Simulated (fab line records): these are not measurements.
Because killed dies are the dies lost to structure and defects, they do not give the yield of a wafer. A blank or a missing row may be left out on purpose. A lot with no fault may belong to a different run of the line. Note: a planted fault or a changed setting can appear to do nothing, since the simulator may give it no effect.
One fault through the eyes of 2 desks	flow berkeley-cmos170	every desk sees just its own numbers, and what lay behind them comes last

== THE METROLOGY DESK ==
What the gauges read, lot by lot, whatever tool the lot ran on: means of the sampled wafers that have a number. Any lot whose mean is over 4 standard deviations away from the usual mean is out of limits and marked OUT; that distance is given in the brackets.
Columns: A = PWELL_OVL at UCB170_PWELL_OVL_MEAS_13, usual -3 nm; B = ACTIVE_OXIDE_THK at UCB170_ACTIVE_THK_MEAS_03, usual 26.5 nm; C = PVT_TW at UCB170_PVT_TW_MEAS_09, usual 513; D = V2_OVL at UCB170_V2_OVL_MEAS_13, usual -1 nm
lot	first seen here	A	B	C	D
L961	day 3 07:23	-4	25.7	519	9
L962	day 3 07:38	-1	26.3	504	2
L963	day 4 01:00	1	26.6	518	-0
L965	day 4 01:16	-1	26.1	518	-5
L964	day 4 01:32	-12	25.9	519	-9
L967	day 4 09:52	-5	26.8	508	-4
L966	day 4 09:59	-6	26.7	519	5
L968	day 4 18:57	-2	26.4	509	4
L975	day 6 09:49	-2	26.7	483 (-5.9) OUT	-3
L977	day 6 13:47	-0	26.5	488 (-4.9) OUT	-1
L979	day 7 10:17	-5	27.0	515	-3
L981	day 7 10:55	-4	27.0	516	-3
L984	day 7 22:05	0	26.6	517	1
L983	day 7 22:40	-1	26.5	514	-1
This desk's finding: out of limits on L975, L977; first on L975, day 9 13:49 (PVT_TW at UCB170_PVT_TW_MEAS_09). L961, L962, L963, L965, L964, L967, L966, L968, L979, L981, L984, L983: within limits.

== DESK OF THE TOOL OWNER: implanter-01 ==
UCB170_PVT_IMPLANT_07, tool's own readings: per-lot mean of the sampled wafers with a number, covering each lot this tool ran. Any lot whose mean is over 4 standard deviations away from the usual mean is out of limits and marked OUT; that distance is given in the brackets.
Columns: A = beam-on-s at UCB170_PVT_IMPLANT_07, usual 10.01 s; B = dose-ions-cm2 at UCB170_PVT_IMPLANT_07, usual 1.9998e+12; C = faraday-current-uA at UCB170_PVT_IMPLANT_07, usual 6.34
lot	first seen here	A	B	C
L964	day 6 22:09	10.10	2.0001e+12	6.29
L967	day 7 07:57	10.06	1.9997e+12	6.30
L968	day 7 17:34	9.74	1.9991e+12	6.50
L975	day 9 13:37	10.02	1.6574e+12 (-99 or more) OUT	5.24 (-9.1) OUT
L977	day 9 14:05	10.04	1.6576e+12 (-99 or more) OUT	5.25 (-9.1) OUT
This desk's verdict: out of limits on L975, L977, starting with L975 at day 9 13:37 (dose-ions-cm2 at UCB170_PVT_IMPLANT_07). L964, L967, L968: within limits.

== TAKEN TOGETHER ==
The tool owner's desk had the chance to raise an alarm at day 9 13:37 on L975, L977.
On L975, L977, the metrology desk was in a position to raise an alarm at day 9 13:49.
All the named lots went through UCB170_PVT_IMPLANT_07 on implanter-01.

== WHAT THE SIMULATOR PUT IN ==
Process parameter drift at UCB170_PVT_IMPLANT_07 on implanter-01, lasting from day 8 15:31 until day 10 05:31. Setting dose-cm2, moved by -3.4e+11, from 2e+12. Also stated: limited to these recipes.
Lots struck among those shown: L975, L977.
Fault start to first reading out of limits, in hours, per desk: tool owner, 22; metrology, 22.
